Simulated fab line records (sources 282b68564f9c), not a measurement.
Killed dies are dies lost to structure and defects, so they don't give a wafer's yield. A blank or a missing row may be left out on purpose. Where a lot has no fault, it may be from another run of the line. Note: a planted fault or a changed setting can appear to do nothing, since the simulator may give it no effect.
A struck lot beside a sound one	flow rit_cmos	14 steps out of a route of 202
Sound: the wafers L258.1, L258.2, L258.5. The struck wafers were L259.2, L259.4, L259.5. Last of all comes the cause.
For every step that has rows: the tool of each side, followed by ch and its chambers, followed by its first start. Under that, the readings that differ: sound wafers	struck wafers	difference of the means	sigmas: that difference in standard deviations of wafers without a fault.
alike: readings with means less than 2 such deviations apart, plus words and numbers identical on both sides. not compared: withheld readings, readings lacking a value on some wafer, bounds such as >300 that could conceal the same value, and numbers that have no deviation in the record and whose values overlap.
A row with sigmas, a row that says differs or no value, or rows on one side alone: a step with any of these is where the two part. Numbers that don't overlap but have no deviation are shown without sigmas and don't part them. A reading missing from all wafers of one side parts the sides only when that side holds two or more wafers.

first, 1 step without rows for these wafers: RIT_ACTIVE_OXIDATION_01 (target thk 46.8 nm, ox time 3360 s).
RIT_ACTIVE_THK_MEAS_02:
  struck on film_metro-02, day 1 22:41; sound on film_metro-03, day 1 18:32
reading	sound	struck	difference	sigmas
ACTIVE_OXIDE_THK (nm)	46.4 45.5 46.8	48.0 48.2 47.7	+1.7	+2
then, 1 step without rows for these wafers: RIT_ACTIVE_CVD_03 (deposits Si3N4 from SiH2Cl2/NH3, target thk 150 nm, time 1500 s).
RIT_ACTIVE_THK_MEAS_04:
  struck on film_metro-03, day 2 00:10; sound on film_metro-03, day 1 20:01
reading	sound	struck	difference	sigmas
ACTIVE_NITRIDE_THK (nm)	150.8 151.7 150.9	146.9 147.0 147.9	-3.9	-2
then, 6 steps without rows for these wafers: RIT_ACTIVE_HMDS_05 (prime time 60 s); RIT_ACTIVE_COAT_06 (resist thk 1000 nm); RIT_ACTIVE_SOFTBAKE_07 (time 60 s); RIT_ACTIVE_EXPOSE_08 (exposes mask M1, target cd 1400 nm); RIT_ACTIVE_PEB_09; RIT_ACTIVE_DEVELOP_10 (develop time 50 s).
RIT_ACTIVE_CD_MEAS_11 targets a cd of 1400 nm.
  struck on cd_sem-01, day 2 01:05; sound on cd_sem-01, day 1 20:56
  alike: cd_nm
then, 1 step without rows for these wafers: RIT_ACTIVE_HARDBAKE_12 (time 60 s).
RIT_ACTIVE_ETCH_13: etches Si3N4 in SF6, stops on SiO2, time 210 s, target depth 210 nm.
  sound on rie_diel-01 ch 1,2,3, day 1 21:12; struck on rie_diel-01 ch 0,2,3, day 2 01:20
reading	sound	struck	difference	sigmas
model.NOVOLAK_of_ACTIVE_COAT_06.thk_nm (nm)	657.5 646.6 654.7	535.6 550.8 561.2	-103.7	
model.SiO2_of_ACTIVE_OXIDATION_01.thk_nm (nm)	45.86 42.02 46.75	0 0 0	-45	
model.ACTIVE.feature_depth_nm (nm)	151.3 155.2 150.9	195 195 195.6	+43	
  alike: chamber_pressure_mTorr, drypump_motor_current_A, oes_product_au, throttle_valve_pct
  not compared: rf_hours_counter_h
RIT_ACTIVE_STRIP_14: strips in O2, time 180 s.
  sound on plasma_asher-04 ch 0,1, day 1 21:20; struck on plasma_asher-01 ch 1, day 2 01:28
  alike: chamber_pressure_mTorr, drypump_motor_current_A
  not compared: rf_hours_counter_h

## WHERE THEY PART
Last at RIT_ACTIVE_THK_MEAS_04 as far as this record goes, first at RIT_ACTIVE_THK_MEAS_02. Later steps at which nothing parts them and some readings are alike: RIT_ACTIVE_CD_MEAS_11, RIT_ACTIVE_ETCH_13, RIT_ACTIVE_STRIP_14.

WHY: what the simulator had put in
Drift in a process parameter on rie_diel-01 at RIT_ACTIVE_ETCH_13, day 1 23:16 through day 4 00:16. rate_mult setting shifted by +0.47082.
